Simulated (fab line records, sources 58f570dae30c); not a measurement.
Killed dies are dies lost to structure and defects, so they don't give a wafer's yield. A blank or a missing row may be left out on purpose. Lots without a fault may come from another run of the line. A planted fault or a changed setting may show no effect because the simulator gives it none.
Which tool did it? | flow berkeley_cmos170 | 7 lots, 21 wafers sampled, at 2 steps of a route of 331

WHAT THE GAUGES READ, wafer by wafer
UCB170_CONTACT_THK_MEAS_02.
lot  | measured     | on            | CONTACT_PSG_THK (nm)
L660 | day 6 23:49  | film_metro-02 | 704 703 703
L662 | day 7 07:34  | film_metro-02 | 770 775 771
L664 | day 7 21:38  | film_metro-04 | 782 779 785
L668 | day 8 15:16  | film_metro-03 | 706 697 703
L676 | day 10 19:50 | film_metro-03 | 699 703 708
L677 | day 11 09:39 | film_metro-03 | 696 695 695
L678 | day 11 17:48 | film_metro-02 | 686 688 691

WHICH TOOL RAN EACH LOT (tool, then ch and the chambers of the sampled wafers, then the start)
lot  | UCB170_CONTACT_CVD_01
L660 | lpcvd-01 ch 1, day 6 22:01
L662 | lpcvd-01 ch 1, day 7 05:47
L664 | lpcvd-01 ch 1, day 7 19:51
L668 | lpcvd-02 ch 1, day 8 13:29
L676 | lpcvd-02 ch 1, day 10 18:02
L677 | lpcvd-02 ch 1, day 11 07:52
L678 | lpcvd-01 ch 0, day 11 15:59
- UCB170_CONTACT_CVD_01: deposits PSG from SiH4/O2/PH3, target thk 700 nm, time 2820 s.

THE ANSWER, worked out from the rows above alone
Rule: what is usual is taken from the lots themselves. Put in order of their means at a reading, lots are off if they are a third of the lots or fewer, leave a main group of 4 or more, and stand apart from it by a gap of 3 or more times the standard deviation of the main group's means; of several such gaps the widest counts. A main group whose means are all the same, to the digits that the tables above print for the reading, isn't used. A lot without any number at a reading at which 4 lots or more have one is off too. The other lots that the step has rows for count as sound.
Off: L662, L664, at UCB170_CONTACT_THK_MEAS_02 (CONTACT_PSG_THK). The main group: mean 698 nm, standard deviation 5.9.
A tool fits if, at a process step before that reading, it ran every lot that is off, and no sound lot after the first of them. The gauges at UCB170_CONTACT_THK_MEAS_02 are tried like those tools. None of those tried fits.

WHAT THE SIMULATOR HAD PUT IN
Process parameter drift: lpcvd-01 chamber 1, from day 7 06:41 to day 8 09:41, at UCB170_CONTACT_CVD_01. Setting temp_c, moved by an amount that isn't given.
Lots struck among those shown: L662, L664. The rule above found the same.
